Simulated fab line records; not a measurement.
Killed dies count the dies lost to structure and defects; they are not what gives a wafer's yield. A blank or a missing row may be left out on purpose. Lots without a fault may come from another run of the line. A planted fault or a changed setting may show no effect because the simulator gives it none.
Which of the tools did it? -- flow rit_cmos -- Sampling: 15 lots, 45 wafers, 6 of 202 route steps

WHAT THE GAUGES READ, wafer by wafer
RIT_WELLDRIVE_RS_MEAS_01: measurement is done with a four-point probe. Usual: for NWELL_RS the level is 275.9 ohm/sq and the standard deviation is 0.65.
lot,measured,on,NWELL_RS (ohm/sq),flag
L359,day 2 06:10,film_metro-01,276.6 275.9 276.8,
L360,day 2 13:47,film_metro-01,275.9 276.9 276.3,
L361,day 2 16:26,film_metro-04,275.9 275.3 275.0,
L362,day 2 21:12,film_metro-03,274.9 275.5 275.7,
L365,day 3 15:22,film_metro-04,275.8 275.8 276.5,
L366,day 3 21:47,film_metro-01,275.7 275.8 275.6,
L370,day 4 16:42,film_metro-04,275.8 275.2 276.2,
L371,day 4 22:32,film_metro-04,274.6 275.1 274.8,
L372,day 4 23:21,film_metro-01,276.1 275.8 276.1,
L373,day 5 04:25,film_metro-04,276.8 276.6 276.9,
L376,day 5 21:00,film_metro-04,274.8 274.9 274.8,
L379,day 6 12:28,film_metro-04,276.5 276.9 276.6,
L380,day 6 17:32,film_metro-01,276.2 275.5 276.1,
L381,day 6 22:10,film_metro-04,275.9 276.3 275.1,
L382,day 6 23:41,film_metro-01,275.7 275.9 276.0,

RIT_FOX2_THK_MEAS_91. Usual: for FIELD_OXIDE_LEFT_2_THK the level is 254 nm and the standard deviation is 6.6.
lot,measured,on,FIELD_OXIDE_LEFT_2_THK (nm),flag
L359,day 2 10:12,film_metro-02,252 256 254,
L360,day 2 17:53,film_metro-02,248 248 244,
L361,day 2 20:38,film_metro-02,271 261 257,
L362,day 3 01:14,film_metro-04,249 249 252,
L365,day 3 19:10,film_metro-04,249 245 253,
L366,day 4 01:53,film_metro-04,248 254 251,
L370,day 4 21:06,film_metro-01,253 254 260,
L371,day 5 02:37,film_metro-04,260 256 261,
L372,day 5 03:39,film_metro-01,245 254 248,
L373,day 5 08:43,film_metro-02,250 250 249,
L376,day 6 00:57,film_metro-02,255 258 259,
L379,day 6 16:31,film_metro-01,254 253 257,
L380,day 6 21:45,film_metro-01,245 245 246,
L381,day 7 02:44,film_metro-04,255 257 260,
L382,day 7 03:46,film_metro-02,238 236 237,

RIT_NLDD_TW_MEAS_10. Usual: for NLDD_TW the level is 2493 and the standard deviation is 21.
lot,measured,on,NLDD_TW,flag
L359,day 2 22:19,film_metro-02,2494 2467 2482,
L360,day 3 09:04,film_metro-02,2480 2490 2497,
L361,day 3 12:49,film_metro-01,2478 2491 2480,
L362,day 3 15:41,film_metro-02,2491 2475 2479,
L365,day 4 06:56,film_metro-03,2519 2515 2528,
L366,day 4 13:29,film_metro-03,2518 2528 2511,
L370,day 5 08:25,film_metro-01,2490 2496 2495,
L371,day 5 11:59,film_metro-02,2343 2354 2349,OFF
L372,day 5 15:38,film_metro-02,2345 2349 2353,OFF
L373,day 5 22:14,film_metro-03,2392 2377 2373,OFF
L376,day 6 12:22,film_metro-03,2528 2534 2531,
L379,day 7 05:15,film_metro-02,2469 2472 2472,
L380,day 7 09:23,film_metro-01,2475 2473 2478,
L381,day 7 13:38,film_metro-03,2512 2505 2526,
L382,day 7 13:44,film_metro-01,2465 2462 2474,

RIT_SPACER_THK_MEAS_04. Usual: for SPACER_NITRIDE_THK the level is 250.7 nm and the standard deviation is 2.1.
lot,measured,on,SPACER_NITRIDE_THK (nm),flag
L359,day 3 02:24,film_metro-04,250.4 249.4 249.4,
L360,day 3 13:08,film_metro-03,251.4 251.5 251.8,
L361,day 3 16:37,film_metro-03,247.6 248.1 247.7,
L362,day 3 19:32,film_metro-03,253.7 252.4 252.0,
L365,day 4 11:07,film_metro-03,250.8 248.8 251.9,
L366,day 4 17:15,film_metro-02,255.0 255.9 254.9,
L370,day 5 12:22,film_metro-02,252.5 252.8 253.7,
L371,day 5 16:49,film_metro-02,247.5 247.6 248.4,
L372,day 5 19:43,film_metro-04,252.8 250.4 248.7,
L373,day 6 02:04,film_metro-04,251.7 251.8 249.1,
L376,day 6 16:19,film_metro-04,249.5 249.2 250.8,
L379,day 7 09:08,film_metro-02,251.9 251.8 249.5,
L380,day 7 13:10,film_metro-04,247.2 248.2 248.7,
L381,day 7 17:43,film_metro-03,250.8 249.4 249.6,
L382,day 7 18:31,film_metro-02,250.8 250.6 250.7,

RIT_SDANNEAL_RS_MEAS_07: measurement is done with a four-point probe. Usual: for NLDD_RS the level is 151.9 ohm/sq and the standard deviation is 0.53.
lot,measured,on,NLDD_RS (ohm/sq),flag
L359,day 3 06:43,film_metro-03,151.7 151.8 151.7,
L360,day 3 17:15,film_metro-01,151.4 151.4 150.9,
L361,day 3 20:46,film_metro-02,152.3 152.1 151.8,
L362,day 3 23:38,film_metro-02,152.7 151.6 152.2,
L365,day 4 15:29,film_metro-01,152.5 152.0 152.0,
L366,day 4 21:32,film_metro-03,151.9 152.1 152.8,
L370,day 5 16:22,film_metro-03,152.7 152.4 152.0,
L371,day 5 20:47,film_metro-03,156.0 155.0 155.8,OFF
L372,day 5 23:57,film_metro-02,154.8 155.4 155.1,OFF
L373,day 6 06:11,film_metro-03,155.3 155.5 155.9,OFF
L376,day 6 20:41,film_metro-03,152.2 152.8 152.3,
L379,day 7 13:23,film_metro-03,152.4 152.8 152.7,
L380,day 7 17:23,film_metro-01,152.6 152.6 152.0,
L381,day 7 21:42,film_metro-02,151.2 151.7 151.4,
L382,day 7 22:38,film_metro-02,151.2 151.6 151.1,

TOOL THAT RAN EACH LOT (tool first, then ch and the chambers of the sampled wafers, then the start)
lot,RIT_NLDD_IMPLANT_08
L359,"implanter-01 ch 0, day 2 21:59"
L360,"implanter-01 ch 0, day 3 08:44"
L361,"implanter-02 ch 0, day 3 12:30"
L362,"implanter-02 ch 0, day 3 15:23"
L365,"implanter-04 ch 0, day 4 06:37"
L366,"implanter-02 ch 0, day 4 13:10"
L370,"implanter-01 ch 0, day 5 08:07"
L371,"implanter-01 ch 0, day 5 11:33"
L372,"implanter-01 ch 0, day 5 15:20"
L373,"implanter-01 ch 0, day 5 21:55"
L376,"implanter-04 ch 0, day 6 12:04"
L379,"implanter-04 ch 0, day 7 04:56"
L380,"implanter-02 ch 0, day 7 09:04"
L381,"implanter-02 ch 0, day 7 13:21"
L382,"implanter-04 ch 0, day 7 13:25"
- RIT_NLDD_IMPLANT_08

WHAT THE TOOLS THEMSELVES READ (means of the sampled wafers that have a number; where no wafer has one, the mark that the record gives instead)
RIT_NLDD_IMPLANT_08. Usual: beam_energy_keV at 20.000, with a standard deviation of 0.0057.
lot,tool,beam_energy_keV,flag
L359,implanter-01,19.997,
L360,implanter-01,20.002,
L361,implanter-02,20.001,
L362,implanter-02,19.997,
L365,implanter-04,19.996,
L366,implanter-02,19.997,
L370,implanter-01,20.003,
L371,implanter-01,16.405,OFF
L372,implanter-01,16.400,OFF
L373,implanter-01,16.402,OFF
L376,implanter-04,19.995,
L379,implanter-04,20.001,
L380,implanter-02,19.996,
L381,implanter-02,20.001,
L382,implanter-04,20.005,

THE ANSWER, worked out from the rows above alone
Rule: a lot is off if the mean of its wafers that have a number lies more than 3 standard deviations from the usual mean. Also off: a lot with no number at a reading for which 4 or more lots have one. All remaining lots with rows at the step are treated as sound. Order of review: gauges by route order, followed by the tools' own readings, for which a lot's mean as printed above is used. The first step at which some lot is off is used, and at that step the reading that is off furthest; a lot without a number counts as furthest.
Off: L371, L372, L373, seen at RIT_NLDD_TW_MEAS_10 (NLDD_TW).
A tool fits if, at a process step before that reading, it ran every lot that is off, and no sound lot after the first of them. The gauges at RIT_NLDD_TW_MEAS_10 aren't tried: what is off there is off at RIT_NLDD_IMPLANT_08 too, on other tools, and a gauge's error can't cause that. One fits: implanter-01 at RIT_NLDD_IMPLANT_08. Its last sound lot is L370 (day 5 08:07), its first lot that is off L371 (day 5 11:33): a fault that began between those two fits.
On the lots that are off, the tool's own readings at RIT_NLDD_IMPLANT_08 differ by more than 5 times the standard deviation of the sound lots' means, which bears it out; beam_energy_keV reads 16.402 there versus 19.999 on the sound lots.

WHAT HAD BEEN PUT IN BY THE SIMULATOR
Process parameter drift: implanter-01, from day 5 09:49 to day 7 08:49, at RIT_NLDD_IMPLANT_08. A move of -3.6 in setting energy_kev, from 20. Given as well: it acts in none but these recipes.
Shown lots that were struck: L371, L372, L373. The rule above found the same.
